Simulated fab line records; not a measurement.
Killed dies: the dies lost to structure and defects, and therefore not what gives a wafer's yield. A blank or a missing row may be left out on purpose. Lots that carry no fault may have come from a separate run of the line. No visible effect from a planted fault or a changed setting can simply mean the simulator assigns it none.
A struck lot beside a sound one    flow rit-cmos    28 steps out of a route of 202
Sound: these wafers, L960.3, L960.4, L960.6. Struck: wafers L969.1, L969.4, L969.6. The cause is given at the end.
Each step with rows lists, per side, the tool, then ch with its chambers, then its first start. Under that, the readings that differ: sound wafers    struck wafers    difference of the means    sigmas: that difference in standard deviations of wafers without a fault.
alike: readings whose means differ by less than 2 such deviations, and words and numbers that are the same on both sides. not compared: withheld readings, readings that some wafer has no value for, bounds like >300 that may hide the same value, and numbers for which the record gives no deviation and whose values overlap.
The two part at a step that has a row with sigmas, a row that says differs or no value, or rows on one side only. Non-overlapping numbers with no deviation appear without sigmas and do not part them. A reading missing from all wafers of one side parts the sides only when that side holds two or more wafers.

RIT_ACTIVE_BOW_MEAS_00:
  sound on film-metro-01 at day 2 11:02; struck on film-metro-01 at day 4 08:00
  alike: INCOMING_BOW
RIT_ACTIVE_OXIDATION_01: target thk 46.8 nm, ox time 3200 s.
  sound on furnace-04 ch 0, day 2 11:07; struck on furnace-01 ch 0, day 4 11:08
  alike: ox-temp-c-max, tube_center_temp_C_max, zone-power-centre-pct
RIT_ACTIVE_THK_MEAS_02:
  sound on film-metro-01 at day 2 13:04; struck on film-metro-02 at day 4 13:04
reading                sound           struck          difference  sigmas
ACTIVE_OXIDE_THK (nm)  44.9 44.1 44.9  71.8 72.0 71.3  +27.1       +36
then, 1 step without rows for these wafers: RIT_ACTIVE_CVD_03 (deposits Si3N4 from SiH2Cl2/NH3, target thk 150 nm, time 1500 s).
RIT_ACTIVE_THK_MEAS_04:
  sound on film-metro-01 at day 2 14:33; struck on film-metro-01 at day 4 14:34
  alike: ACTIVE_NITRIDE_THK
then, 6 steps without rows for these wafers: RIT_ACTIVE_HMDS_05 (prime time 60 s); RIT_ACTIVE_COAT_06 (resist thk 1000 nm); RIT_ACTIVE_SOFTBAKE_07 (time 60 s); RIT_ACTIVE_EXPOSE_08 (exposes mask M1, target cd 1400 nm); RIT_ACTIVE_PEB_09; RIT_ACTIVE_DEVELOP_10 (develop time 51 s).
RIT_ACTIVE_CD_MEAS_11: the cd target is 1400 nm.
  sound on cd-sem-01 at day 2 15:42; struck on cd-sem-01 at day 4 15:45
  alike: cd-nm
then, 1 step without rows for these wafers: RIT_ACTIVE_HARDBAKE_12 (time 60 s).
RIT_ACTIVE_ETCH_13: etches Si3N4 in SF6, stops on SiO2, time 210 s, target depth 210 nm.
  sound on rie-diel-04 ch 0,1,2, day 2 15:56; struck on rie-diel-04 ch 0,3, day 4 16:09
reading                                        sound              struck            difference  sigmas
model.SiO2_of_ACTIVE_OXIDATION_01.thk-nm (nm)  44.93 44.15 44.26  71.8 70.29 69.62  +26.1       
  alike: SF6_flow_sccm, drypump-motor-current-A, oes-product-au, throttle-valve-pct
  not compared: rf-hours-counter-h
RIT_ACTIVE_STRIP_14: strips in O2, time 180 s.
  sound on plasma-asher-04 ch 0,1, day 2 16:07; struck on plasma-asher-04 ch 0, day 4 16:17
  alike: drypump-motor-current-A
  not compared: rf-hours-counter-h
RIT_ACTIVE_CD_MEAS_90: the cd target is 1400 nm.
  sound on cd-sem-02 at day 2 16:16; struck on cd-sem-02 at day 4 16:28
  alike: cd-nm
then, 4 steps without rows for these wafers: RIT_ACTIVE_CLEAN_15 (cleans in SC1, time 600 s); RIT_ACTIVE_CLEAN_16 (cleans in dHF, time 30 s); RIT_ACTIVE_CLEAN_17 (cleans in SC2, time 600 s); RIT_FOX1_OXIDATION_00 (target thk 350.7 nm, ox time 1130 s).
RIT_FOX1_THK_MEAS_01:
  sound on film-metro-04 at day 2 18:03; struck on film-metro-04 at day 4 19:14
reading              sound        struck       difference  sigmas
FOX1_OXIDE_THK (nm)  355 356 354  344 343 336  -14         -2
then, 2 steps without rows for these wafers: RIT_FOX1_WET_ETCH_02 (etches SiO2 in BOE, target depth 350 nm, time 390 s); RIT_FOX2_OXIDATION_00 (target thk 350.7 nm, ox time 1130 s).
RIT_FOX2_THK_MEAS_01:
  sound on film-metro-03 at day 2 19:32; struck on film-metro-02 at day 4 21:22
  alike: FOX2_OXIDE_THK
then, 1 step without rows for these wafers: RIT_FOX2_CLEAN_02 (cleans in dHF, time 173 s).
RIT_FOX2_WET_ETCH_03: etches Si3N4 in H3PO4, target depth 195 nm, time 2700 s.
  sound on wet-bench-02 ch 2, day 2 19:38; struck on wet-bench-01 ch 1, day 4 21:29
reading                                        sound             struck             difference  sigmas
model.SiO2_of_ACTIVE_OXIDATION_01.thk-nm (nm)  40.02 39.31 39.4  63.88 62.53 61.98  +23.22      
  alike: bath-heat-duty-pct
RIT_FOX2_THK_MEAS_90:
  sound on film-metro-03 at day 2 20:25; struck on film-metro-04 at day 4 22:14
  alike: FIELD_OXIDE_LEFT_1_THK
RIT_M1_PROBE_99:
  sound on prober-01 at day 4 10:59; struck on prober-02 at day 6 16:41
  alike: killed-at-contacts, killed-at-front-end, killed-dies, killed-open, killed-short

== WHERE THEY PART ==
At RIT_ACTIVE_THK_MEAS_02 first; at RIT_FOX1_THK_MEAS_01 last (within this record only). Later steps at which nothing parts them and some readings are alike: RIT_FOX2_THK_MEAS_01, RIT_FOX2_WET_ETCH_03, RIT_FOX2_THK_MEAS_90, RIT_M1_PROBE_99.

WHY: whatever the simulator had introduced
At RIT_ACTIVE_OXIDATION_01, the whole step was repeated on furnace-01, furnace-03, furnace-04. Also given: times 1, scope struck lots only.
